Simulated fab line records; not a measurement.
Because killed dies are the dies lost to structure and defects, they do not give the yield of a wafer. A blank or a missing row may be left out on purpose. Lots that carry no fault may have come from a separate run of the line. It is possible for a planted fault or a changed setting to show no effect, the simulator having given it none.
fab line records / flow ritCmos
record lots=6 wafers=18 lastDay=7
route steps=202 shown SDANNEAL@153 PSD@157 NSD@158 PLDD@159 NLDD@160 SILICIDE@161
lots with no fault: from the same line, run without faults
startH: start of the lot's first displayed wafer, in hours after the record's first day / waitH: hours since the lot's step before / " unchanged from the row above / L1.1+2: one row covering several wafers at once / - no value, or no start was given / * or withheld: withheld / < > ~ a bound
route shown NAME@n: names a module that has steps shown in the file, with the first one's number in the route / usual: mean/standard deviation of fault-free wafers / same: alike in all rows / chamber/n: place in a boat / sites: the reading at each site / _std_site: how widely they spread, as a standard deviation / _edge_site: mean of outer sites minus mean of inner sites / radiusMm: for every site, how far away it sits from the centre of the wafer / mask NAME#n: copy n / behind: the last tool/chamber to shape the wafer / hold: why the lot was held/for how many hours/how that ended / device: transistor that didn't switch, given as n, p or np / end of line: the same wafers' tests at the end of the route / where a step has no rows: the recipe by itself / killed: not the wafer's yield, but the dies lost to structure and defects at the first sort / map: a wafer's dies, marking killed ones x, the rest . and places with no die _
set.NAME: the setting as run; set.NAME@STEP: as run at that earlier step / model.NAME: the simulator's own value behind a step, which no gauge read
certain route steps with their lots: each step a table, each wafer a row
services: the hour from which a tool's chamber was out of use, counted from the record's first day as startH (under 0 if before that day), plus the number of hours and why
## steps
# step RIT_SDANNEAL_CLEAN_00
# recipe chemistry=SC1 mix=3:3:50 timeS=600 tempC=75
# step RIT_SDANNEAL_CLEAN_01
# recipe chemistry=dHF dilution=50:1 timeS=30
# step RIT_SDANNEAL_CLEAN_02
# recipe chemistry=SC2 mix=3:3:50 timeS=600 tempC=75 dry=n2Spin
# step RIT_SDANNEAL_RTA_03
# recipe tempC=1050 timeS=5 idleTempC=600 rampUpCPerS=342 rampDownCPerS=171 coolToC=600 ambient=N2
# usual annealTempCMax=1053.6/1.4 chamberO2Ppm=1.998/0.025 wafer_temp_C_max=1053.5/1.1
lot.wafer=L717.1 tool=rtpAnneal-02 chamber=0 startH=50.23 waitH=0.0 annealTempCMax=1052.2 chamberO2Ppm=1.985 wafer_temp_C_max=1052.6
lot.wafer=L717.2 tool=rtpAnneal-02 chamber=0 startH=50.23 waitH=0.0 annealTempCMax=1052.2 chamberO2Ppm=1.963 wafer_temp_C_max=1052.2
lot.wafer=L717.6 tool=rtpAnneal-02 chamber=0 startH=50.23 waitH=0.0 annealTempCMax=1052.2 chamberO2Ppm=1.958 wafer_temp_C_max=1054.9
lot.wafer=L724.2 tool=rtpAnneal-01 chamber=0 startH=89.78 waitH=0.0 annealTempCMax=1054.8 chamberO2Ppm=2.043 wafer_temp_C_max=1052.6
lot.wafer=L724.3 tool=rtpAnneal-01 chamber=0 startH=89.78 waitH=0.0 annealTempCMax=1054.4 chamberO2Ppm=2.037 wafer_temp_C_max=1052.1
lot.wafer=L724.4 tool=rtpAnneal-01 chamber=0 startH=89.78 waitH=0.0 annealTempCMax=1053.6 chamberO2Ppm=2.025 wafer_temp_C_max=1053.9
lot.wafer=L730.1 tool=rtpAnneal-02 chamber=0 startH=114.21 waitH=0.0 annealTempCMax=1051.4 chamberO2Ppm=1.955 wafer_temp_C_max=1053.3
lot.wafer=L730.4 tool=rtpAnneal-02 chamber=0 startH=114.21 waitH=0.0 annealTempCMax=1051.9 chamberO2Ppm=2.025 wafer_temp_C_max=1052.5
lot.wafer=L730.6 tool=rtpAnneal-02 chamber=0 startH=114.21 waitH=0.0 annealTempCMax=1052.9 chamberO2Ppm=2.003 wafer_temp_C_max=1052.9
lot.wafer=L731.1 tool=rtpAnneal-01 chamber=0 startH=118.59 waitH=0.0 annealTempCMax=1054.3 chamberO2Ppm=2.009 wafer_temp_C_max=1052.2
lot.wafer=L731.2 tool=rtpAnneal-01 chamber=0 startH=118.59 waitH=0.0 annealTempCMax=1055.0 chamberO2Ppm=2.016 wafer_temp_C_max=1055.4
lot.wafer=L731.6 tool=rtpAnneal-01 chamber=0 startH=118.59 waitH=0.0 annealTempCMax=1054.8 chamberO2Ppm=1.986 wafer_temp_C_max=1052.3
lot.wafer=L733.1 tool=rtpAnneal-01 chamber=0 startH=133.74 waitH=0.0 annealTempCMax=1054.4 chamberO2Ppm=1.968 wafer_temp_C_max=1052.2
lot.wafer=L733.5 tool=rtpAnneal-01 chamber=0 startH=133.74 waitH=0.0 annealTempCMax=1055.3 chamberO2Ppm=2.013 wafer_temp_C_max=1052.8
lot.wafer=L733.6 tool=rtpAnneal-01 chamber=0 startH=133.74 waitH=0.0 annealTempCMax=1054.8 chamberO2Ppm=1.988 wafer_temp_C_max=1053.3
lot.wafer=L737.2 tool=rtpAnneal-01 chamber=0 startH=152.01 waitH=0.0 annealTempCMax=1054.6 chamberO2Ppm=1.994 wafer_temp_C_max=1052.4
lot.wafer=L737.4 tool=rtpAnneal-01 chamber=0 startH=152.01 waitH=0.0 annealTempCMax=1053.9 chamberO2Ppm=1.977 wafer_temp_C_max=1052.8
lot.wafer=L737.6 tool=rtpAnneal-01 chamber=0 startH=152.01 waitH=0.0 annealTempCMax=1054.9 chamberO2Ppm=1.983 wafer_temp_C_max=1052.9
# step RIT_SDANNEAL_RS_MEAS_04
# recipe thkMeasGauge=four-point-probe
# usual PSD_RS=115.88/0.29
lot.wafer=L717.1 tool=filmMetro-03 chamber=- startH=50.28 waitH=0.0 PSD_RS[ohm/sq]=115.80
lot.wafer=L717.2 tool=filmMetro-03 chamber=- startH=50.28 waitH=0.0 PSD_RS[ohm/sq]=115.88
lot.wafer=L717.6 tool=filmMetro-03 chamber=- startH=50.28 waitH=0.0 PSD_RS[ohm/sq]=115.64
lot.wafer=L724.2 tool=filmMetro-03 chamber=- startH=89.85 waitH=0.1 PSD_RS[ohm/sq]=115.44
lot.wafer=L724.3 tool=filmMetro-03 chamber=- startH=89.85 waitH=0.1 PSD_RS[ohm/sq]=115.71
lot.wafer=L724.4 tool=filmMetro-03 chamber=- startH=89.85 waitH=0.1 PSD_RS[ohm/sq]=115.37
lot.wafer=L730.1 tool=filmMetro-01 chamber=- startH=114.27 waitH=0.0 PSD_RS[ohm/sq]=115.68
lot.wafer=L730.4 tool=filmMetro-01 chamber=- startH=114.27 waitH=0.0 PSD_RS[ohm/sq]=115.99
lot.wafer=L730.6 tool=filmMetro-01 chamber=- startH=114.27 waitH=0.0 PSD_RS[ohm/sq]=115.60
lot.wafer=L731.1 tool=filmMetro-01 chamber=- startH=118.65 waitH=0.0 PSD_RS[ohm/sq]=115.75
lot.wafer=L731.2 tool=filmMetro-01 chamber=- startH=118.65 waitH=0.0 PSD_RS[ohm/sq]=115.93
lot.wafer=L731.6 tool=filmMetro-01 chamber=- startH=118.65 waitH=0.0 PSD_RS[ohm/sq]=115.59
lot.wafer=L733.1 tool=filmMetro-01 chamber=- startH=133.80 waitH=0.0 PSD_RS[ohm/sq]=116.62
lot.wafer=L733.5 tool=filmMetro-01 chamber=- startH=133.80 waitH=0.0 PSD_RS[ohm/sq]=116.18
lot.wafer=L733.6 tool=filmMetro-01 chamber=- startH=133.80 waitH=0.0 PSD_RS[ohm/sq]=116.50
lot.wafer=L737.2 tool=filmMetro-03 chamber=- startH=152.07 waitH=0.1 PSD_RS[ohm/sq]=116.16
lot.wafer=L737.4 tool=filmMetro-03 chamber=- startH=152.07 waitH=0.1 PSD_RS[ohm/sq]=116.10
lot.wafer=L737.6 tool=filmMetro-03 chamber=- startH=152.07 waitH=0.1 PSD_RS[ohm/sq]=116.12
# step RIT_SDANNEAL_RS_MEAS_05
# recipe thkMeasGauge=four-point-probe
# usual NSD_RS=84.52/0.24
lot.wafer=L717.1 tool=filmMetro-03 chamber=- startH=50.40 waitH=0.1 NSD_RS[ohm/sq]=84.43
lot.wafer=L717.2 tool=filmMetro-03 chamber=- startH=50.40 waitH=0.1 NSD_RS[ohm/sq]=84.56
lot.wafer=L717.6 tool=filmMetro-03 chamber=- startH=50.40 waitH=0.1 NSD_RS[ohm/sq]=84.64
lot.wafer=L724.2 tool=filmMetro-03 chamber=- startH=89.97 waitH=0.1 NSD_RS[ohm/sq]=84.77
lot.wafer=L724.3 tool=filmMetro-03 chamber=- startH=89.97 waitH=0.1 NSD_RS[ohm/sq]=84.55
lot.wafer=L724.4 tool=filmMetro-03 chamber=- startH=89.97 waitH=0.1 NSD_RS[ohm/sq]=84.70
lot.wafer=L730.1 tool=filmMetro-01 chamber=- startH=114.39 waitH=0.1 NSD_RS[ohm/sq]=84.37
lot.wafer=L730.4 tool=filmMetro-01 chamber=- startH=114.39 waitH=0.1 NSD_RS[ohm/sq]=84.58
lot.wafer=L730.6 tool=filmMetro-01 chamber=- startH=114.39 waitH=0.1 NSD_RS[ohm/sq]=84.79
lot.wafer=L731.1 tool=filmMetro-01 chamber=- startH=118.77 waitH=0.1 NSD_RS[ohm/sq]=84.74
lot.wafer=L731.2 tool=filmMetro-01 chamber=- startH=118.77 waitH=0.1 NSD_RS[ohm/sq]=84.48
lot.wafer=L731.6 tool=filmMetro-01 chamber=- startH=118.77 waitH=0.1 NSD_RS[ohm/sq]=84.81
lot.wafer=L733.1 tool=filmMetro-01 chamber=- startH=133.92 waitH=0.1 NSD_RS[ohm/sq]=84.26
lot.wafer=L733.5 tool=filmMetro-01 chamber=- startH=133.92 waitH=0.1 NSD_RS[ohm/sq]=84.18
lot.wafer=L733.6 tool=filmMetro-01 chamber=- startH=133.92 waitH=0.1 NSD_RS[ohm/sq]=84.37
lot.wafer=L737.2 tool=filmMetro-03 chamber=- startH=152.19 waitH=0.1 NSD_RS[ohm/sq]=84.99
lot.wafer=L737.4 tool=filmMetro-03 chamber=- startH=152.19 waitH=0.1 NSD_RS[ohm/sq]=84.62
lot.wafer=L737.6 tool=filmMetro-03 chamber=- startH=152.19 waitH=0.1 NSD_RS[ohm/sq]=84.99
# step RIT_SDANNEAL_RS_MEAS_06
# recipe thkMeasGauge=four-point-probe
# usual PLDD_RS=178.7/0.46
lot.wafer=L717.1 tool=filmMetro-03 chamber=- startH=50.52 waitH=0.1 PLDD_RS[ohm/sq]=178.7
lot.wafer=L717.2 tool=filmMetro-03 chamber=- startH=50.52 waitH=0.1 PLDD_RS[ohm/sq]=178.5
lot.wafer=L717.6 tool=filmMetro-03 chamber=- startH=50.52 waitH=0.1 PLDD_RS[ohm/sq]=178.4
lot.wafer=L724.2 tool=filmMetro-03 chamber=- startH=90.09 waitH=0.1 PLDD_RS[ohm/sq]=178.6
lot.wafer=L724.3 tool=filmMetro-03 chamber=- startH=90.09 waitH=0.1 PLDD_RS[ohm/sq]=178.6
lot.wafer=L724.4 tool=filmMetro-03 chamber=- startH=90.09 waitH=0.1 PLDD_RS[ohm/sq]=178.7
lot.wafer=L730.1 tool=filmMetro-01 chamber=- startH=114.51 waitH=0.1 PLDD_RS[ohm/sq]=178.1
lot.wafer=L730.4 tool=filmMetro-01 chamber=- startH=114.51 waitH=0.1 PLDD_RS[ohm/sq]=178.5
lot.wafer=L730.6 tool=filmMetro-01 chamber=- startH=114.51 waitH=0.1 PLDD_RS[ohm/sq]=178.7
lot.wafer=L731.1 tool=filmMetro-01 chamber=- startH=118.89 waitH=0.1 PLDD_RS[ohm/sq]=178.3
lot.wafer=L731.2 tool=filmMetro-01 chamber=- startH=118.89 waitH=0.1 PLDD_RS[ohm/sq]=177.8
lot.wafer=L731.6 tool=filmMetro-01 chamber=- startH=118.89 waitH=0.1 PLDD_RS[ohm/sq]=178.0
lot.wafer=L733.1 tool=filmMetro-01 chamber=- startH=134.04 waitH=0.1 PLDD_RS[ohm/sq]=179.6
lot.wafer=L733.5 tool=filmMetro-01 chamber=- startH=134.04 waitH=0.1 PLDD_RS[ohm/sq]=179.4
lot.wafer=L733.6 tool=filmMetro-01 chamber=- startH=134.04 waitH=0.1 PLDD_RS[ohm/sq]=179.2
lot.wafer=L737.2 tool=filmMetro-03 chamber=- startH=152.31 waitH=0.1 PLDD_RS[ohm/sq]=178.9
lot.wafer=L737.4 tool=filmMetro-03 chamber=- startH=152.31 waitH=0.1 PLDD_RS[ohm/sq]=179.0
lot.wafer=L737.6 tool=filmMetro-03 chamber=- startH=152.31 waitH=0.1 PLDD_RS[ohm/sq]=178.6
# step RIT_SDANNEAL_RS_MEAS_07
# recipe thkMeasGauge=four-point-probe
# usual NLDD_RS=151.5/0.48
lot.wafer=L717.1 tool=filmMetro-03 chamber=- startH=50.64 waitH=0.1 NLDD_RS[ohm/sq]=151.2
lot.wafer=L717.2 tool=filmMetro-03 chamber=- startH=50.64 waitH=0.1 NLDD_RS[ohm/sq]=151.2
lot.wafer=L717.6 tool=filmMetro-03 chamber=- startH=50.64 waitH=0.1 NLDD_RS[ohm/sq]=150.8
lot.wafer=L724.2 tool=filmMetro-03 chamber=- startH=90.21 waitH=0.1 NLDD_RS[ohm/sq]=151.0
lot.wafer=L724.3 tool=filmMetro-03 chamber=- startH=90.21 waitH=0.1 NLDD_RS[ohm/sq]=151.3
lot.wafer=L724.4 tool=filmMetro-03 chamber=- startH=90.21 waitH=0.1 NLDD_RS[ohm/sq]=151.4
lot.wafer=L730.1 tool=filmMetro-01 chamber=- startH=114.63 waitH=0.1 NLDD_RS[ohm/sq]=152.0
lot.wafer=L730.4 tool=filmMetro-01 chamber=- startH=114.63 waitH=0.1 NLDD_RS[ohm/sq]=151.2
lot.wafer=L730.6 tool=filmMetro-01 chamber=- startH=114.63 waitH=0.1 NLDD_RS[ohm/sq]=151.7
lot.wafer=L731.1 tool=filmMetro-01 chamber=- startH=119.01 waitH=0.1 NLDD_RS[ohm/sq]=152.1
lot.wafer=L731.2 tool=filmMetro-01 chamber=- startH=119.01 waitH=0.1 NLDD_RS[ohm/sq]=152.1
lot.wafer=L731.6 tool=filmMetro-01 chamber=- startH=119.01 waitH=0.1 NLDD_RS[ohm/sq]=152.4
lot.wafer=L733.1 tool=filmMetro-01 chamber=- startH=134.16 waitH=0.1 NLDD_RS[ohm/sq]=151.8
lot.wafer=L733.5 tool=filmMetro-01 chamber=- startH=134.16 waitH=0.1 NLDD_RS[ohm/sq]=152.2
lot.wafer=L733.6 tool=filmMetro-01 chamber=- startH=134.16 waitH=0.1 NLDD_RS[ohm/sq]=152.5
lot.wafer=L737.2 tool=filmMetro-03 chamber=- startH=152.43 waitH=0.1 NLDD_RS[ohm/sq]=150.8
lot.wafer=L737.4 tool=filmMetro-03 chamber=- startH=152.43 waitH=0.1 NLDD_RS[ohm/sq]=150.5
lot.wafer=L737.6 tool=filmMetro-03 chamber=- startH=152.43 waitH=0.1 NLDD_RS[ohm/sq]=150.7
# step RIT_SILICIDE_WET_ETCH_00
# recipe chemistry=BOE target=SiO2 targetDepthNm=14 timeS=15 dry=n2Spin dilution=10:1 tempC=21.5
# step RIT_SILICIDE_SPUTTER_01
# recipe material=Ti targetThkNm=30 powerW=350 chamberPressurePa=0.667 gas=Ar timeS=240 substrateTempC=25
# usual throttleValvePct=30.4/1
lot.wafer=L717.1 tool=pvdSputter-04 chamber=- startH=50.78 waitH=0.0 throttleValvePct=30.9
lot.wafer=L717.2 tool=pvdSputter-04 chamber=- startH=50.78 waitH=0.0 throttleValvePct=31.0
lot.wafer=L717.6 tool=pvdSputter-04 chamber=- startH=50.78 waitH=0.0 throttleValvePct=30.9
lot.wafer=L724.2 tool=pvdSputter-04 chamber=- startH=90.32 waitH=0.0 throttleValvePct=30.1
lot.wafer=L724.3 tool=pvdSputter-04 chamber=- startH=90.32 waitH=0.0 throttleValvePct=31.0
lot.wafer=L724.4 tool=pvdSputter-04 chamber=- startH=90.32 waitH=0.0 throttleValvePct=31.3
lot.wafer=L730.1 tool=pvdSputter-04 chamber=- startH=114.76 waitH=0.0 throttleValvePct=30.3
lot.wafer=L730.4 tool=pvdSputter-04 chamber=- startH=114.76 waitH=0.0 throttleValvePct=30.3
lot.wafer=L730.6 tool=pvdSputter-04 chamber=- startH=114.76 waitH=0.0 throttleValvePct=30.9
lot.wafer=L731.1 tool=pvdSputter-02 chamber=- startH=119.14 waitH=0.0 throttleValvePct=29.9
lot.wafer=L731.2 tool=pvdSputter-02 chamber=- startH=119.14 waitH=0.0 throttleValvePct=28.8
lot.wafer=L731.6 tool=pvdSputter-02 chamber=- startH=119.14 waitH=0.0 throttleValvePct=28.7
lot.wafer=L733.1 tool=pvdSputter-02 chamber=- startH=134.29 waitH=0.0 throttleValvePct=29.4
lot.wafer=L733.5 tool=pvdSputter-02 chamber=- startH=134.29 waitH=0.0 throttleValvePct=29.7
lot.wafer=L733.6 tool=pvdSputter-02 chamber=- startH=134.29 waitH=0.0 throttleValvePct=29.3
lot.wafer=L737.2 tool=pvdSputter-03 chamber=- startH=152.55 waitH=0.0 throttleValvePct=28.6
lot.wafer=L737.4 tool=pvdSputter-03 chamber=- startH=152.55 waitH=0.0 throttleValvePct=32.4
lot.wafer=L737.6 tool=pvdSputter-03 chamber=- startH=152.55 waitH=0.0 throttleValvePct=32.6
# step RIT_SILICIDE_RS_MEAS_02
# recipe thkMeasGauge=four-point-probe reads=Ti_of_SILICIDE_SPUTTER_01
# usual SILICIDE_TI_RS=47.8/0.67
lot.wafer=L717.1 tool=filmMetro-04 chamber=- startH=50.93 waitH=0.1 SILICIDE_TI_RS[ohm/sq]=46.5
lot.wafer=L717.2 tool=filmMetro-04 chamber=- startH=50.93 waitH=0.1 SILICIDE_TI_RS[ohm/sq]=47.7
lot.wafer=L717.6 tool=filmMetro-04 chamber=- startH=50.93 waitH=0.1 SILICIDE_TI_RS[ohm/sq]=46.5
lot.wafer=L724.2 tool=filmMetro-03 chamber=- startH=90.49 waitH=0.1 SILICIDE_TI_RS[ohm/sq]=47.4
lot.wafer=L724.3 tool=filmMetro-03 chamber=- startH=90.49 waitH=0.1 SILICIDE_TI_RS[ohm/sq]=47.3
lot.wafer=L724.4 tool=filmMetro-03 chamber=- startH=90.49 waitH=0.1 SILICIDE_TI_RS[ohm/sq]=48.6
lot.wafer=L730.1 tool=filmMetro-03 chamber=- startH=114.91 waitH=0.1 SILICIDE_TI_RS[ohm/sq]=46.7
lot.wafer=L730.4 tool=filmMetro-03 chamber=- startH=114.91 waitH=0.1 SILICIDE_TI_RS[ohm/sq]=47.5
lot.wafer=L730.6 tool=filmMetro-03 chamber=- startH=114.91 waitH=0.1 SILICIDE_TI_RS[ohm/sq]=47.9
lot.wafer=L731.1 tool=filmMetro-01 chamber=- startH=119.29 waitH=0.1 SILICIDE_TI_RS[ohm/sq]=48.0
lot.wafer=L731.2 tool=filmMetro-01 chamber=- startH=119.29 waitH=0.1 SILICIDE_TI_RS[ohm/sq]=48.2
lot.wafer=L731.6 tool=filmMetro-01 chamber=- startH=119.29 waitH=0.1 SILICIDE_TI_RS[ohm/sq]=48.4
lot.wafer=L733.1 tool=filmMetro-04 chamber=- startH=134.44 waitH=0.1 SILICIDE_TI_RS[ohm/sq]=47.7
lot.wafer=L733.5 tool=filmMetro-04 chamber=- startH=134.44 waitH=0.1 SILICIDE_TI_RS[ohm/sq]=47.5
lot.wafer=L733.6 tool=filmMetro-04 chamber=- startH=134.44 waitH=0.1 SILICIDE_TI_RS[ohm/sq]=47.8
lot.wafer=L737.2 tool=filmMetro-04 chamber=- startH=152.72 waitH=0.1 SILICIDE_TI_RS[ohm/sq]=49.1
lot.wafer=L737.4 tool=filmMetro-04 chamber=- startH=152.72 waitH=0.1 SILICIDE_TI_RS[ohm/sq]=47.9
lot.wafer=L737.6 tool=filmMetro-04 chamber=- startH=152.72 waitH=0.1 SILICIDE_TI_RS[ohm/sq]=48.3
# step RIT_SILICIDE_THK_MEAS_03
# recipe thkMeasGauge=xrf reads=Ti_of_SILICIDE_SPUTTER_01
# usual SILICIDE_TI_THK=30.0/0.34
lot.wafer=L717.1 tool=filmMetro-04 chamber=- startH=51.05 waitH=0.1 SILICIDE_TI_THK[nm]=30.6
lot.wafer=L717.2 tool=filmMetro-04 chamber=- startH=51.05 waitH=0.1 SILICIDE_TI_THK[nm]=30.0
lot.wafer=L717.6 tool=filmMetro-04 chamber=- startH=51.05 waitH=0.1 SILICIDE_TI_THK[nm]=30.4
lot.wafer=L724.2 tool=filmMetro-03 chamber=- startH=90.60 waitH=0.1 SILICIDE_TI_THK[nm]=30.1
lot.wafer=L724.3 tool=filmMetro-03 chamber=- startH=90.60 waitH=0.1 SILICIDE_TI_THK[nm]=30.1
lot.wafer=L724.4 tool=filmMetro-03 chamber=- startH=90.60 waitH=0.1 SILICIDE_TI_THK[nm]=29.5
lot.wafer=L730.1 tool=filmMetro-03 chamber=- startH=115.03 waitH=0.1 SILICIDE_TI_THK[nm]=30.5
lot.wafer=L730.4 tool=filmMetro-03 chamber=- startH=115.03 waitH=0.1 SILICIDE_TI_THK[nm]=30.0
lot.wafer=L730.6 tool=filmMetro-03 chamber=- startH=115.03 waitH=0.1 SILICIDE_TI_THK[nm]=30.0
lot.wafer=L731.1 tool=filmMetro-01 chamber=- startH=119.41 waitH=0.1 SILICIDE_TI_THK[nm]=29.9
lot.wafer=L731.2 tool=filmMetro-01 chamber=- startH=119.41 waitH=0.1 SILICIDE_TI_THK[nm]=29.9
lot.wafer=L731.6 tool=filmMetro-01 chamber=- startH=119.41 waitH=0.1 SILICIDE_TI_THK[nm]=29.8
lot.wafer=L733.1 tool=filmMetro-04 chamber=- startH=134.56 waitH=0.1 SILICIDE_TI_THK[nm]=30.0
lot.wafer=L733.5 tool=filmMetro-04 chamber=- startH=134.56 waitH=0.1 SILICIDE_TI_THK[nm]=30.3
lot.wafer=L733.6 tool=filmMetro-04 chamber=- startH=134.56 waitH=0.1 SILICIDE_TI_THK[nm]=30.2
lot.wafer=L737.2 tool=filmMetro-04 chamber=- startH=152.83 waitH=0.1 SILICIDE_TI_THK[nm]=29.7
lot.wafer=L737.4 tool=filmMetro-04 chamber=- startH=152.83 waitH=0.1 SILICIDE_TI_THK[nm]=30.0
lot.wafer=L737.6 tool=filmMetro-04 chamber=- startH=152.83 waitH=0.1 SILICIDE_TI_THK[nm]=29.9
# step RIT_SILICIDE_RTA_04
# recipe tempC=650 timeS=10 idleTempC=25 rampUpS=5 rampDownS=5 coolToC=25 ambient=N2
# usual annealTempCMax=652.4/0.84 chamberO2Ppm=2.002/0.021 wafer_temp_C_max=654.2/1
lot.wafer=L717.1 tool=rtpAnneal-01 chamber=0 startH=51.11 waitH=0.1 annealTempCMax=653.5 chamberO2Ppm=2.006 wafer_temp_C_max=654.4
lot.wafer=L717.2 tool=rtpAnneal-01 chamber=0 startH=51.11 waitH=0.1 annealTempCMax=653.3 chamberO2Ppm=2.018 wafer_temp_C_max=653.3
lot.wafer=L717.6 tool=rtpAnneal-01 chamber=0 startH=51.11 waitH=0.1 annealTempCMax=652.5 chamberO2Ppm=1.988 wafer_temp_C_max=655.2
lot.wafer=L724.2 tool=rtpAnneal-01 chamber=0 startH=90.67 waitH=0.1 annealTempCMax=652.8 chamberO2Ppm=2.018 wafer_temp_C_max=654.2
lot.wafer=L724.3 tool=rtpAnneal-01 chamber=0 startH=90.67 waitH=0.1 annealTempCMax=652.1 chamberO2Ppm=2.017 wafer_temp_C_max=653.0
lot.wafer=L724.4 tool=rtpAnneal-01 chamber=0 startH=90.67 waitH=0.1 annealTempCMax=652.3 chamberO2Ppm=2.035 wafer_temp_C_max=654.1
lot.wafer=L730.1 tool=rtpAnneal-01 chamber=- startH=115.09 waitH=0.1 annealTempCMax=- chamberO2Ppm=- wafer_temp_C_max=-
lot.wafer=L730.4 tool=rtpAnneal-01 chamber=- startH=115.09 waitH=0.1 annealTempCMax=- chamberO2Ppm=- wafer_temp_C_max=-
lot.wafer=L730.6 tool=rtpAnneal-01 chamber=- startH=115.09 waitH=0.1 annealTempCMax=- chamberO2Ppm=- wafer_temp_C_max=-
lot.wafer=L731.1 tool=rtpAnneal-02 chamber=- startH=119.47 waitH=0.1 annealTempCMax=- chamberO2Ppm=- wafer_temp_C_max=-
lot.wafer=L731.2 tool=rtpAnneal-02 chamber=- startH=119.47 waitH=0.1 annealTempCMax=- chamberO2Ppm=- wafer_temp_C_max=-
lot.wafer=L731.6 tool=rtpAnneal-02 chamber=- startH=119.47 waitH=0.1 annealTempCMax=- chamberO2Ppm=- wafer_temp_C_max=-
lot.wafer=L733.1 tool=rtpAnneal-02 chamber=0 startH=134.62 waitH=0.1 annealTempCMax=651.7 chamberO2Ppm=2.010 wafer_temp_C_max=654.1
lot.wafer=L733.5 tool=rtpAnneal-02 chamber=0 startH=134.62 waitH=0.1 annealTempCMax=650.9 chamberO2Ppm=2.007 wafer_temp_C_max=653.7
lot.wafer=L733.6 tool=rtpAnneal-02 chamber=0 startH=134.62 waitH=0.1 annealTempCMax=651.6 chamberO2Ppm=2.036 wafer_temp_C_max=653.2
lot.wafer=L737.2 tool=rtpAnneal-02 chamber=0 startH=152.89 waitH=0.1 annealTempCMax=651.2 chamberO2Ppm=1.998 wafer_temp_C_max=656.3
lot.wafer=L737.4 tool=rtpAnneal-02 chamber=0 startH=152.89 waitH=0.1 annealTempCMax=652.2 chamberO2Ppm=2.046 wafer_temp_C_max=655.9
lot.wafer=L737.6 tool=rtpAnneal-02 chamber=0 startH=152.89 waitH=0.1 annealTempCMax=651.9 chamberO2Ppm=2.007 wafer_temp_C_max=656.8
# step RIT_SILICIDE_WET_ETCH_05
# recipe chemistry=SPM target=Ti tempC=90 timeS=120 dry=n2Spin
## services
tool=pvdSputter-03 chamber=- startH=59.24 hours=2.6 kind=repair
tool=pvdSputter-04 chamber=- startH=68.57 hours=2.7 kind=repair
tool=rtpAnneal-02 chamber=- startH=107.59 hours=4.7 kind=pm
tool=pvdSputter-04 chamber=- startH=110.36 hours=2.0 kind=repair
tool=pvdSputter-02 chamber=- startH=114.71 hours=4.2 kind=repair
tool=pvdSputter-03 chamber=- startH=145.52 hours=5.8 kind=repair
## key
firstSign step=RIT_SILICIDE_RTA_04 reading=toolRecord direction=missing
effect none on later readings
metAt RIT_SILICIDE_RTA_04
struckWafers L730.1,L730.4,L730.6,L731.1,L731.2,L731.6
laterRowsLeftOut L730.1,L730.4,L730.6,L731.1,L731.2,L731.6
sortLeftOut L730.1,L730.4,L730.6,L731.1,L731.2,L731.6
testerLeftOut L730,L731
onsetBetween 90.67 115.09
fault kind=skippedStepWhole tool=rtpAnneal-01,rtpAnneal-02 chamber=- onsetH=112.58 steps=RIT_SILICIDE_RTA_04 scope=struckLotsOnly
# testerLeftOut: of these lots the tester's yield and bins aren't shown, on N5 and GAA mostly nor the transistor test; their killed dies are dies lost to structure and defects alone, not to doping, threshold or leakage, so they don't give the yield
# sortLeftOut: the simulated sort isn't trusted on such a fault, so these wafers' sort isn't shown, and their yield isn't known
# laterRowsLeftOut: the simulator's readings of these wafers behind a module that went badly wrong aren't trusted and aren't shown, but for the sort
